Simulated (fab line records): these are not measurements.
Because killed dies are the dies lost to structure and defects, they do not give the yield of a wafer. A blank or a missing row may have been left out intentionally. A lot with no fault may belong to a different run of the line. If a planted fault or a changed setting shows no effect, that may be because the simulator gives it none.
fab line records	flow rit-cmos
record lots=15	wafers=45	last-day=7
route steps=202 shown ACTIVE@2 NWELL@34 NSD@140 CONTACT@180 M1@202
lots that met no fault: taken from a fault-free run of the same line
start-h: the number of hours between the record's first day and the start of the first shown wafer of the lot	wait-h: time in hours since the lot's previous step	" as in the row above	L1.1+2: one row covering several wafers at once	- value missing, or start not given	* or withheld: withheld	< > ~ a bound
route shown NAME@n: NAME is a module with steps in the file, n the number in the route of the first one	usual: average and standard deviation across the fault-free wafers	same: alike in all rows	chamber/n: place in a boat	sites: readings site by site	_std_site: standard deviation of those values	_edge_site: mean of outer sites minus mean of inner sites	radius-mm: for every site, how far away it sits from the centre of the wafer	mask NAME#n: copy n	behind: the tool/chamber that last shaped the wafer	hold: cause of the lot's hold/its duration in hours/its outcome	device: the transistor (n, p or np) that didn't switch	end of line: the same wafers' tests at the end of the route	for a step that has no rows: nothing shown but its recipe	killed: dies that structure and defects cost at the first sort, which is not the same as the wafer's yield	map: a wafer's dies, x killed, . not, _ none there
set.NAME: the setting as run; set.NAME@STEP: as run at that earlier step	model.NAME: the simulator's own value behind a step, which no gauge read
steps of the route over a sample of lots; a table a step, a row a wafer
services: when a tool's chamber went out of use (start-h, in hours from the record's first day, below 0 if earlier), for how many hours, and the reason
## steps
# step RIT_ACTIVE_OXIDATION_01
# recipe temp-c=1003	ambient=O2	target-thk-a=468	ox-time-s=3360
# usual ox-time-s=3360/0	spike-tc-centre-C=1005.3/1.5
lot.wafer	tool	chamber	start-h	wait-h	ox-time-s	spike-tc-centre-C
L920.3	furnace-03	0	15.12	0.1	3360	1006.3
L920.5	"	0	"	"	3360	1005.0
L920.6	"	0	"	"	3360	1004.0
L921.1	furnace-03	0	20.12	0.1	3360	1005.2
L921.4	"	0	"	"	3360	1004.6
L921.6	"	0	"	"	3360	1002.5
L922.1	furnace-02	0	25.12	0.1	3360	1008.6
L922.5	"	0	"	"	3360	1006.5
L922.6	"	0	"	"	3360	1004.7
L923.4	furnace-03	0	30.12	0.0	3360	1003.3
L923.5	"	0	"	"	3360	1005.4
L923.6	"	0	"	"	3360	1006.1
L926.1	furnace-04	0	45.12	0.1	3360	1003.7
L926.2	"	0	"	"	3360	1003.2
L926.4	"	0	"	"	3360	1003.2
L927.2	furnace-03	0	50.12	0.1	3360	1005.0
L927.4	"	0	"	"	3360	1005.4
L927.6	"	0	"	"	3360	1006.1
L928.1	furnace-02	0	55.47	0.4	3360	1007.1
L928.4	"	0	"	"	3360	1008.2
L928.6	"	0	"	"	3360	1006.7
L929.1	furnace-03	0	60.12	0.1	3360	1003.5
L929.3	"	0	"	"	3360	1002.8
L929.5	"	0	"	"	3360	1004.7
L934.3	furnace-02	0	85.12	0.1	2184	1007.4
L934.4	"	0	"	"	2184	1006.6
L934.5	"	0	"	"	2184	1007.6
L936.3	furnace-02	0	95.27	0.2	2184	1006.9
L936.4	"	0	"	"	2184	1006.8
L936.6	"	0	"	"	2184	1007.0
L937.4	furnace-02	0	100.12	0.0	2184	1007.4
L937.5	"	0	"	"	2184	1007.2
L937.6	"	0	"	"	2184	1007.9
L938.3	furnace-04	0	105.12	0.1	3360	1003.8
L938.5	"	0	"	"	3360	1003.2
L938.6	"	0	"	"	3360	1004.7
L939.1	furnace-03	0	110.12	0.1	3360	1004.3
L939.2	"	0	"	"	3360	1004.6
L939.6	"	0	"	"	3360	1006.2
L940.1	furnace-04	0	116.51	1.5	3360	1005.0
L940.3	"	0	"	"	3360	1005.2
L940.6	"	0	"	"	3360	1004.7
L942.3	furnace-04	0	125.12	0.1	3360	1005.2
L942.4	"	0	"	"	3360	1003.8
L942.6	"	0	"	"	3360	1004.7
# step RIT_ACTIVE_THK_MEAS_02
# recipe reads=SiO2_of_ACTIVE_OXIDATION_01
# usual ACTIVE_OXIDE_THK=48.1/0.81
lot.wafer	tool	chamber	start-h	wait-h	ACTIVE_OXIDE_THK[nm]
L920.3	film-metro-03	-	17.07	0.0	48.8
L920.5	"	-	"	"	47.7
L920.6	"	-	"	"	48.0
L921.1	film-metro-02	-	22.05	0.0	47.3
L921.4	"	-	"	"	46.0
L921.6	"	-	"	"	47.4
L922.1	film-metro-02	-	27.05	0.0	48.9
L922.5	"	-	"	"	48.6
L922.6	"	-	"	"	49.4
L923.4	film-metro-02	-	32.08	0.0	49.2
L923.5	"	-	"	"	48.5
L923.6	"	-	"	"	49.2
L926.1	film-metro-02	-	47.05	0.0	46.4
L926.2	"	-	"	"	47.2
L926.4	"	-	"	"	47.3
L927.2	film-metro-02	-	52.06	0.0	47.9
L927.4	"	-	"	"	48.2
L927.6	"	-	"	"	48.3
L928.1	film-metro-02	-	57.40	0.0	48.7
L928.4	"	-	"	"	48.8
L928.6	"	-	"	"	48.4
L929.1	film-metro-04	-	62.05	0.0	47.6
L929.3	"	-	"	"	48.2
L929.5	"	-	"	"	47.6
L934.3	film-metro-04	-	87.07	0.0	38.2
L934.4	"	-	"	"	38.5
L934.5	"	-	"	"	38.3
L936.3	film-metro-03	-	97.22	0.0	37.4
L936.4	"	-	"	"	37.0
L936.6	"	-	"	"	36.6
L937.4	film-metro-04	-	102.08	0.0	37.1
L937.5	"	-	"	"	36.7
L937.6	"	-	"	"	36.1
L938.3	film-metro-03	-	107.07	0.0	47.7
L938.5	"	-	"	"	47.5
L938.6	"	-	"	"	46.8
L939.1	film-metro-04	-	112.05	0.0	48.4
L939.2	"	-	"	"	48.6
L939.6	"	-	"	"	48.8
L940.1	film-metro-04	-	118.44	0.0	48.4
L940.3	"	-	"	"	48.8
L940.6	"	-	"	"	48.7
L942.3	film-metro-02	-	127.07	0.0	48.9
L942.4	"	-	"	"	49.1
L942.6	"	-	"	"	48.9
# step RIT_NWELL_OVL_MEAS_06
# usual NWELL_OVL=0.9/1.2
lot.wafer	tool	chamber	start-h	wait-h	NWELL_OVL[nm]
L920.3	overlay-01	-	26.57	-	2.9
L920.5	"	-	"	"	2.9
L920.6	"	-	"	"	2.2
L921.1	overlay-01	-	30.79	-	-0.4
L921.4	"	-	"	"	0.2
L921.6	"	-	"	"	0.9
L922.1	overlay-02	-	35.53	-	1.1
L922.5	"	-	"	"	1.1
L922.6	"	-	"	"	-0.8
L923.4	overlay-01	-	40.31	-	1.8
L923.5	"	-	"	"	0.7
L923.6	"	-	"	"	0.9
L926.1	overlay-02	-	55.27	-	1.6
L926.2	"	-	"	"	2.6
L926.4	"	-	"	"	1.0
L927.2	overlay-02	-	60.80	-	1.8
L927.4	"	-	"	"	1.6
L927.6	"	-	"	"	1.0
L928.1	overlay-01	-	65.69	-	-1.3
L928.4	"	-	"	"	-0.9
L928.6	"	-	"	"	-0.8
L929.1	overlay-02	-	71.17	-	2.8
L929.3	"	-	"	"	1.5
L929.5	"	-	"	"	2.5
L934.3	overlay-02	-	95.92	-	-0.8
L934.4	"	-	"	"	-1.4
L934.5	"	-	"	"	0.2
L936.3	overlay-01	-	107.03	-	1.0
L936.4	"	-	"	"	1.2
L936.6	"	-	"	"	1.3
L937.4	overlay-02	-	111.13	-	3.5
L937.5	"	-	"	"	2.3
L937.6	"	-	"	"	2.8
L938.3	overlay-02	-	115.15	-	1.3
L938.5	"	-	"	"	1.5
L938.6	"	-	"	"	2.0
L939.1	overlay-02	-	120.33	-	0.9
L939.2	"	-	"	"	1.3
L939.6	"	-	"	"	-0.1
L940.1	overlay-01	-	126.80	-	1.0
L940.3	"	-	"	"	1.5
L940.6	"	-	"	"	0.9
L942.3	overlay-02	-	136.93	-	0.3
L942.4	"	-	"	"	1.9
L942.6	"	-	"	"	3.1
# step RIT_NSD_STRIP_09
# recipe chemistry=O2	time-s=180	resist=NOVOLAK	platen-temp-c=withheld	power-w=500	pressure-mtorr=4000	o2-flow-sccm=4000
# usual drypump-motor-current-A=5.9/0.44
# same time-s=180
lot.wafer	tool	chamber	start-h	wait-h	drypump-motor-current-A	rf-hours-counter-h
L920.3	plasma-asher-03	1	53.19	0.1	6.0	-
L920.5	"	1	"	"	6.0	-
L920.6	"	0	"	"	5.8	-
L921.1	plasma-asher-01	0	56.97	0.1	6.5	42
L921.4	"	0	"	"	6.5	-
L921.6	"	1	"	"	5.2	-
L922.1	plasma-asher-01	0	62.23	0.1	6.4	43
L922.5	"	1	"	"	5.2	-
L922.6	"	0	"	"	6.4	-
L923.4	plasma-asher-04	1	66.50	0.1	6.4	-
L923.5	"	0	"	"	5.9	-
L923.6	"	1	"	"	6.3	-
L926.1	plasma-asher-01	1	81.97	0.1	5.2	45
L926.2	"	0	"	"	6.4	45
L926.4	"	1	"	"	5.2	-
L927.2	plasma-asher-04	1	86.88	0.1	6.4	42
L927.4	"	0	"	"	5.8	-
L927.6	"	1	"	"	6.4	-
L928.1	plasma-asher-04	1	93.14	0.1	6.4	42
L928.4	"	1	"	"	6.4	-
L928.6	"	0	"	"	5.9	-
L929.1	plasma-asher-04	0	98.05	0.1	5.8	43
L929.3	"	0	"	"	5.8	-
L929.5	"	0	"	"	5.8	-
L934.3	plasma-asher-01	0	121.94	0.1	6.3	-
L934.4	"	1	"	"	5.2	-
L934.5	"	1	"	"	5.2	-
L936.3	plasma-asher-01	0	133.76	0.1	6.4	-
L936.4	"	1	"	"	5.2	-
L936.6	"	0	"	"	6.4	-
L937.4	plasma-asher-04	1	137.91	0.1	6.4	-
L937.5	"	0	"	"	5.9	-
L937.6	"	1	"	"	6.4	-
L938.3	plasma-asher-01	0	141.71	0.1	6.4	-
L938.5	"	1	"	"	5.2	-
L938.6	"	0	"	"	6.5	-
L939.1	plasma-asher-01	0	147.10	0.1	6.5	3
L939.2	"	1	"	"	5.1	3
L939.6	"	1	"	"	5.2	-
L940.1	plasma-asher-04	1	152.82	0.1	6.3	49
L940.3	"	1	"	"	6.3	-
L940.6	"	0	"	"	5.8	-
L942.3	plasma-asher-03	1	167.21	0.1	6.1	-
L942.4	"	0	"	"	5.8	-
L942.6	"	0	"	"	5.8	-
# step RIT_CONTACT_STRIP_12
# recipe chemistry=O2	time-s=185.1	resist=NOVOLAK	platen-temp-c=withheld	power-w=500	pressure-mtorr=4000	o2-flow-sccm=4000
# usual drypump-motor-current-A=5.7/0.49
# same time-s=185.1
lot.wafer	tool	chamber	start-h	wait-h	drypump-motor-current-A	rf-hours-counter-h
L920.3	plasma-asher-02	1	57.86	0.2	4.9	-
L920.5	"	1	"	"	4.9	-
L920.6	"	0	"	"	5.1	-
L921.1	plasma-asher-04	0	61.87	0.1	5.9	39
L921.4	"	1	"	"	6.4	-
L921.6	"	0	"	"	5.9	-
L922.1	plasma-asher-02	0	67.26	0.2	5.1	28
L922.5	"	1	"	"	4.9	-
L922.6	"	0	"	"	5.1	-
L923.4	plasma-asher-03	0	71.42	0.2	5.8	-
L923.5	"	0	"	"	5.8	-
L923.6	"	1	"	"	6.1	-
L926.1	plasma-asher-03	1	86.73	0.1	6.1	46
L926.2	"	0	"	"	5.8	46
L926.4	"	1	"	"	6.0	-
L927.2	plasma-asher-04	0	91.67	0.1	5.9	42
L927.4	"	1	"	"	6.4	-
L927.6	"	1	"	"	6.4	-
L928.1	plasma-asher-02	0	97.92	0.1	5.1	31
L928.4	"	1	"	"	4.9	-
L928.6	"	0	"	"	5.1	-
L929.1	plasma-asher-03	1	102.84	0.1	6.1	47
L929.3	"	0	"	"	5.8	-
L929.5	"	0	"	"	5.8	-
L934.3	plasma-asher-02	1	126.73	0.2	4.9	-
L934.4	"	0	"	"	5.1	-
L934.5	"	1	"	"	4.9	-
L936.3	plasma-asher-02	0	138.41	0.2	5.1	-
L936.4	"	1	"	"	4.9	-
L936.6	"	0	"	"	5.1	-
L937.4	plasma-asher-04	0	142.74	0.2	5.8	-
L937.5	"	0	"	"	5.9	-
L937.6	"	1	"	"	6.4	-
L938.3	plasma-asher-02	1	146.53	0.2	4.9	-
L938.5	"	1	"	"	4.9	-
L938.6	"	0	"	"	5.1	-
L939.1	plasma-asher-03	1	152.01	0.1	6.1	53
L939.2	"	0	"	"	5.8	53
L939.6	"	1	"	"	6.1	-
L940.1	plasma-asher-03	1	157.60	0.1	6.1	53
L940.3	"	0	"	"	5.8	-
L940.6	"	0	"	"	5.8	-
L942.3	plasma-asher-04	0	171.99	0.2	5.8	-
L942.4	"	1	"	"	6.4	-
L942.6	"	1	"	"	6.4	-
# step RIT_M1_PROBE_99
# usual killed-at-contacts=0.1/0.29	killed-at-front-end=7/3	killed-dies=7/3	killed-open=3.5/2	killed-short=3.4/2
# same gross-dies=264	killed_at_M0_to_M3=0	killed_at_M4_up=0	killed-at-back-side=0	killed-at-other=0
lot.wafer	tool	chamber	start-h	wait-h	killed-at-contacts	killed-at-front-end	killed-dies	killed-open	killed-short
L937.4	prober-01	-	148.60	0.2	0	9	9	5	4
L937.5	prober-01	-	148.65	0.2	1	6	7	4	3
L937.6	prober-01	-	148.70	0.2	0	5	5	2	3
L938.3	prober-02	-	151.57	0.2	0	3	3	1	2
L938.5	prober-02	-	151.67	0.2	0	9	9	4	5
L938.6	prober-02	-	151.72	0.2	0	9	9	5	4
# killed by level:class
L937.4 FOX1:geometric-particle:open=4 FOX1:geometric-particle:short=2 GATE:geometric-particle:short=1 REOX:geometric-particle:open=1 SPACER:geometric-particle:short=1
L937.5 FOX1:geometric-particle:open=2 FOX1:geometric-particle:short=1 GATE:geometric-particle:open=1 GATE:geometric-particle:short=1 REOX:geometric-particle:short=1 CONTACT:geometric-particle:open=1
L937.6 REOX:geometric-particle:short=2 GATE:geometric-particle:open=1 SPACER:geometric-particle:open=1 SPACER:geometric-particle:short=1
L938.3 GATE:geometric-particle:short=1 SPACER:geometric-particle:short=1 SILICIDE:geometric-particle:open=1
L938.5 FOX1:geometric-particle:short=2 GATE:geometric-particle:open=2 GATE:geometric-particle:short=2 FOX1:geometric-particle:open=1 REOX:geometric-particle:short=1 SILICIDE:geometric-particle:open=1
L938.6 GATE:geometric-particle:short=4 GATE:geometric-particle:open=2 SPACER:geometric-particle:open=2 REOX:geometric-particle:open=1
## services
tool	chamber	start-h	hours	kind
furnace-03	-	6.07	5.3	repair
plasma-asher-02	-	106.27	1.4	repair
plasma-asher-01	-	108.75	9.0	pm
plasma-asher-01	0	108.75	9.0	vent-cycle
plasma-asher-01	1	108.75	9.0	vent-cycle
furnace-02	-	114.45	3.5	pm
furnace-02	-	115.64	4.0	repair
plasma-asher-01	0	117.75	-	clean
plasma-asher-01	1	117.75	-	clean
furnace-03	-	148.64	3.6	pm
## key
first-sign step=RIT_ACTIVE_OXIDATION_01	reading=ox-time-s	direction=down	sigmas=99+	usual=*	struck=*
effect step=RIT_ACTIVE_THK_MEAS_02	reading=ACTIVE_OXIDE_THK	direction=down	sigmas=13	usual=48.1	struck=37.3
met-at RIT_ACTIVE_OXIDATION_01
struck-lots L934,L936,L937
tester-left-out L934,L936,L937
not-acting-at RIT_NWELL_OVL_MEAS_06,RIT_NSD_STRIP_09,RIT_CONTACT_STRIP_12
onset-between 55.47 85.12
fault kind=process-parameter-drift	tool=furnace-02	chamber=-	onset-h=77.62	steps=RIT_ACTIVE_OXIDATION_01	channel=ox-time-s	offset=*	shape=step	end-h=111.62	acts-in=*	stated=*
# tester-left-out: of these lots the tester's yield and bins aren't shown, on N5 and GAA mostly nor the transistor test; their killed dies are dies lost to structure and defects alone, not to doping, threshold or leakage, so they don't give the yield
